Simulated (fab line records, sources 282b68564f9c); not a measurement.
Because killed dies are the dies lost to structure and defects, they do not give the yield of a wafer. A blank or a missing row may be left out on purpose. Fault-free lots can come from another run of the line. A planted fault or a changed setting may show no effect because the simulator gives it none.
Split-lot trial || flow ritCmos || on a route of 202 steps: 5 lots, 23 wafers read

## THE SPLIT ITSELF
At RIT_M1_METAL_ETCH_12 (etches Al in Cl2/BCl3, stops on SiO2, time 165 s, target depth 600 nm), the setting rfW was moved away from the recipe's 250 W on 8 of the 23 wafers read, by -7.7% to -6.2%. The other wafers ran this setting at the recipe's value.

The split's own step is where the reading is taken.

## THE READING
NOVOLAK_of_M1_COAT_04.thkNm (the simulator's own value, which no gauge read), in nm, at RIT_M1_METAL_ETCH_12 (etches Al in Cl2/BCl3, stops on SiO2, time 165 s, target depth 600 nm). No usual value for it is given in the file. The 15 wafers here that ran the recipe average 811.5 nm, standard deviation 6.6 nm.

{"wafer": "L074.1", "tool, chamber at the split": "rieMetal-02, 0", "rfW as run, W": 250, "against the recipe": "recipe", "NOVOLAK_of_M1_COAT_04.thkNm, nm": 819.2, "against lot-mates on the recipe": "-"}
{"wafer": "L074.2", "tool, chamber at the split": "rieMetal-02, 1", "rfW as run, W": 250, "against the recipe": "recipe", "NOVOLAK_of_M1_COAT_04.thkNm, nm": 824, "against lot-mates on the recipe": "-"}
{"wafer": "L074.4", "tool, chamber at the split": "rieMetal-02, 0", "rfW as run, W": 250, "against the recipe": "recipe", "NOVOLAK_of_M1_COAT_04.thkNm, nm": 815.8, "against lot-mates on the recipe": "-"}
{"wafer": "L074.5", "tool, chamber at the split": "rieMetal-02, 0", "rfW as run, W": 250, "against the recipe": "recipe", "NOVOLAK_of_M1_COAT_04.thkNm, nm": 814.2, "against lot-mates on the recipe": "-"}
{"wafer": "L074.6", "tool, chamber at the split": "rieMetal-02, 1", "rfW as run, W": 250, "against the recipe": "recipe", "NOVOLAK_of_M1_COAT_04.thkNm, nm": 819.2, "against lot-mates on the recipe": "-"}
{"wafer": "L077.2", "tool, chamber at the split": "rieMetal-02, 0", "rfW as run, W": 250, "against the recipe": "recipe", "NOVOLAK_of_M1_COAT_04.thkNm, nm": 806.1, "against lot-mates on the recipe": "-"}
{"wafer": "L077.4", "tool, chamber at the split": "rieMetal-02, 0", "rfW as run, W": 250, "against the recipe": "recipe", "NOVOLAK_of_M1_COAT_04.thkNm, nm": 801.3, "against lot-mates on the recipe": "-"}
{"wafer": "L077.5", "tool, chamber at the split": "rieMetal-02, 1", "rfW as run, W": 250, "against the recipe": "recipe", "NOVOLAK_of_M1_COAT_04.thkNm, nm": 802.5, "against lot-mates on the recipe": "-"}
{"wafer": "L079.1", "tool, chamber at the split": "rieMetal-04, 0", "rfW as run, W": 234.4, "against the recipe": "-6.2%", "NOVOLAK_of_M1_COAT_04.thkNm, nm": 825.5, "against lot-mates on the recipe": "+20.0"}
{"wafer": "L079.3", "tool, chamber at the split": "rieMetal-04, 1", "rfW as run, W": 234.4, "against the recipe": "-6.2%", "NOVOLAK_of_M1_COAT_04.thkNm, nm": 821.1, "against lot-mates on the recipe": "+15.6"}
{"wafer": "L079.4", "tool, chamber at the split": "rieMetal-04, 0", "rfW as run, W": 250, "against the recipe": "recipe", "NOVOLAK_of_M1_COAT_04.thkNm, nm": 804.8, "against lot-mates on the recipe": "-"}
{"wafer": "L079.5", "tool, chamber at the split": "rieMetal-04, 0", "rfW as run, W": 234.4, "against the recipe": "-6.2%", "NOVOLAK_of_M1_COAT_04.thkNm, nm": 825.2, "against lot-mates on the recipe": "+19.7"}
{"wafer": "L079.6", "tool, chamber at the split": "rieMetal-04, 1", "rfW as run, W": 250, "against the recipe": "recipe", "NOVOLAK_of_M1_COAT_04.thkNm, nm": 806.3, "against lot-mates on the recipe": "-"}
{"wafer": "L081.1", "tool, chamber at the split": "rieMetal-02, 0", "rfW as run, W": 250, "against the recipe": "recipe", "NOVOLAK_of_M1_COAT_04.thkNm, nm": 806.7, "against lot-mates on the recipe": "-"}
{"wafer": "L081.2", "tool, chamber at the split": "rieMetal-02, 1", "rfW as run, W": 250, "against the recipe": "recipe", "NOVOLAK_of_M1_COAT_04.thkNm, nm": 814.2, "against lot-mates on the recipe": "-"}
{"wafer": "L081.3", "tool, chamber at the split": "rieMetal-02, 1", "rfW as run, W": 250, "against the recipe": "recipe", "NOVOLAK_of_M1_COAT_04.thkNm, nm": 810.8, "against lot-mates on the recipe": "-"}
{"wafer": "L081.4", "tool, chamber at the split": "rieMetal-02, 0", "rfW as run, W": 231.1, "against the recipe": "-7.6%", "NOVOLAK_of_M1_COAT_04.thkNm, nm": 833.2, "against lot-mates on the recipe": "+22.6"}
{"wafer": "L081.6", "tool, chamber at the split": "rieMetal-02, 0", "rfW as run, W": 231.1, "against the recipe": "-7.6%", "NOVOLAK_of_M1_COAT_04.thkNm, nm": 833.4, "against lot-mates on the recipe": "+22.8"}
{"wafer": "L080.1", "tool, chamber at the split": "rieMetal-03, 0", "rfW as run, W": 230.7, "against the recipe": "-7.7%", "NOVOLAK_of_M1_COAT_04.thkNm, nm": 836.4, "against lot-mates on the recipe": "+23.0"}
{"wafer": "L080.2", "tool, chamber at the split": "rieMetal-03, 1", "rfW as run, W": 230.7, "against the recipe": "-7.7%", "NOVOLAK_of_M1_COAT_04.thkNm, nm": 839.7, "against lot-mates on the recipe": "+26.4"}
{"wafer": "L080.3", "tool, chamber at the split": "rieMetal-03, 0", "rfW as run, W": 230.7, "against the recipe": "-7.7%", "NOVOLAK_of_M1_COAT_04.thkNm, nm": 835.8, "against lot-mates on the recipe": "+22.4"}
{"wafer": "L080.4", "tool, chamber at the split": "rieMetal-03, 1", "rfW as run, W": 250, "against the recipe": "recipe", "NOVOLAK_of_M1_COAT_04.thkNm, nm": 816.6, "against lot-mates on the recipe": "-"}
{"wafer": "L080.5", "tool, chamber at the split": "rieMetal-03, 0", "rfW as run, W": 250, "against the recipe": "recipe", "NOVOLAK_of_M1_COAT_04.thkNm, nm": 810.1, "against lot-mates on the recipe": "-"}

FIT RESULTS
A straight line over all 23 wafers: NOVOLAK_of_M1_COAT_04.thkNm changes by -2.86 nm for each +1% of rfW; r = -0.86; the points scatter about the line by 6.2 nm.
The same after taking each lot's own level away (the mean of its wafers on the recipe; 23 wafers): -3.03 nm for each +1%; r = -0.97; scatter 2.6 nm.
Per that fit: largest rfW move, reading shift of 23 nm.
Measured against the standard deviation above, the lots' own levels, which go from 803.30 to 818.48 nm, span 2.3 times it.
The two slopes agree, so the slope changes little with the lot-to-lot level.
Check: for one of the wafers moved furthest among these (-7.7%), held out of the fit, the line's prediction against its lot-mates is +23.5 nm. Against them it came out at +23 nm.

## OTHER SPLITS APPLIED TO THESE WAFERS
Note: prior to the reading, these wafers also went through further splits. Each is held against what the fit with the lots' levels taken away leaves over:
{"other split on the same wafers": "RIT_SDANNEAL_CLEAN_00 tempC", "wafers away from the commonest value": 18, "r with NOVOLAK_of_M1_COAT_04.thkNm (lot level and that fit taken away)": -0.01}
{"other split on the same wafers": "RIT_SDANNEAL_RTA_03 timeS", "wafers away from the commonest value": 11, "r with NOVOLAK_of_M1_COAT_04.thkNm (lot level and that fit taken away)": -0.14}
{"other split on the same wafers": "RIT_CONTACT_EXPOSE_05 doseMj", "wafers away from the commonest value": 11, "r with NOVOLAK_of_M1_COAT_04.thkNm (lot level and that fit taken away)": "+0.19"}
{"other split on the same wafers": "RIT_CONTACT_STRIP_12 timeS", "wafers away from the commonest value": 9, "r with NOVOLAK_of_M1_COAT_04.thkNm (lot level and that fit taken away)": "+0.11"}
{"other split on the same wafers": "RIT_M1_EXPOSE_06 doseMj", "wafers away from the commonest value": 5, "r with NOVOLAK_of_M1_COAT_04.thkNm (lot level and that fit taken away)": "+0.41"}

## THE FILE'S OWN FIT
NOVOLAK_of_M1_COAT_04.thkNm changes by -3.03 nm for each +1% of rfW, r = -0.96.
